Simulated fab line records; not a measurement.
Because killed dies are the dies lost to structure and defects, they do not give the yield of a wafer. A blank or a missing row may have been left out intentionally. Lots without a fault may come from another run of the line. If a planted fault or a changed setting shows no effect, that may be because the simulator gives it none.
Shared-tool check ; flow rit_cmos ; Sampled: 14 lots, 42 wafers

== REASON FOR OPENING ==
RIT_GATE_THK_MEAS_07, reading GATE_OXIDE_THK: flagged on 2 of 14 lots. No-fault wafers: 3.06 nm, standard deviation 0.079.
Rule: a lot gets a flag if all its wafers with a number sit over 4 standard deviations from that mean, or if no wafer of it has a number. The rest of the lots are taken to be sound.

lot;measured;on;GATE_OXIDE_THK (nm), wafer by wafer;flag
L135;day 2 11:14;film_metro-04;3.06 3.00 3.01;
L136;day 2 18:04;film_metro-02;2.98 2.94 2.95;
L137;day 2 21:12;film_metro-02;3.08 3.09 3.06;
L138;day 3 01:39;film_metro-01;3.12 3.08 3.16;
L139;day 3 07:08;film_metro-01;3.14 3.17 3.15;
L140;day 3 12:28;film_metro-02;3.15 3.12 3.12;
L142;day 4 00:59;film_metro-01;2.54 2.58 2.65;FLAGGED
L144;day 4 11:35;film_metro-04;2.45 2.43 2.46;FLAGGED
L149;day 5 14:36;film_metro-04;3.00 2.97 3.07;
L150;day 5 14:49;film_metro-02;3.11 3.13 3.09;
L151;day 5 19:22;film_metro-04;3.12 3.17 3.13;
L152;day 6 05:12;film_metro-01;3.00 2.96 2.98;
L156;day 7 07:09;film_metro-02;2.95 2.93 2.90;
L158;day 7 07:09;film_metro-04;3.12 3.10 3.09;
Average over the flagged lots: 2.52 nm; offset from the usual -0.54 nm, equal to -7 standard deviations.

== EACH LOT AND THE TOOL IT RAN ON ==
The record holds 1 process step before the reading, out of a route of 202 steps. Cell contents, in order: the tool; ch with the chambers the sampled wafers went through; the start.
lot;flag;RIT_GATE_OXIDATION_05
L135;;furnace-01 ch 0, day 2 09:54
L136;;furnace-04 ch 0, day 2 15:23
L137;;furnace-03 ch 0, day 2 19:22
L138;;furnace-03 ch 0, day 3 00:19
L139;;furnace-03 ch 0, day 3 04:49
L140;;furnace-03 ch 0, day 3 10:55
L142;FLAGGED;furnace-03 ch 0, day 3 22:37
L144;FLAGGED;furnace-03 ch 0, day 4 08:56
L149;;furnace-04 ch 0, day 5 12:11
L150;;furnace-04 ch 0, day 5 13:16
L151;;furnace-04 ch 0, day 5 17:48
L152;;furnace-04 ch 0, day 6 01:56
L156;;furnace-01 ch 0, day 7 04:31
L158;;furnace-01 ch 0, day 7 04:31
What the steps here do:
- RIT_GATE_OXIDATION_05: target thk 3 nm, ox time 274.8 s.
- RIT_GATE_THK_MEAS_07

== FLAGGED OVER TOTAL, TOOL BY TOOL (the gauges that took the reading come last) ==
step;tool;lots run;flagged;share of the flagged lots;sound lots run after its first flagged lot
RIT_GATE_OXIDATION_05;furnace-01;3;0;none;-
RIT_GATE_OXIDATION_05;furnace-03;6;2;all;0
RIT_GATE_OXIDATION_05;furnace-04;5;0;none;-
RIT_GATE_THK_MEAS_07;film_metro-01;4;1;some;1 (L152)
RIT_GATE_THK_MEAS_07;film_metro-02;5;0;none;-
RIT_GATE_THK_MEAS_07;film_metro-04;5;1;some;3 (L149,L151,L158)

== WHAT THE TABLE ALLOWS ==
In the table, 1 row covers all flagged lots: furnace-03 at RIT_GATE_OXIDATION_05.
- furnace-03 at RIT_GATE_OXIDATION_05 ran 6 lots, 2 of them flagged. Last sound lot L140 at day 3 10:55, first flagged lot L142 at day 3 22:37; a fault beginning in between fits. Its own readings lie more than 4 standard deviations out on every wafer of the flagged lots: spike_tc_centre_C, spike_tc_load_C, spike_tc_source_C.
Just one tool remains: furnace-03 at RIT_GATE_OXIDATION_05.

== WHAT THE SIMULATOR PUT IN ==
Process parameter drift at RIT_GATE_OXIDATION_05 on furnace-03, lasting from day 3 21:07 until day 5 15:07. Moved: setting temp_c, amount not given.
Struck lots among those shown: L142, L144. The rule above reached the same finding.
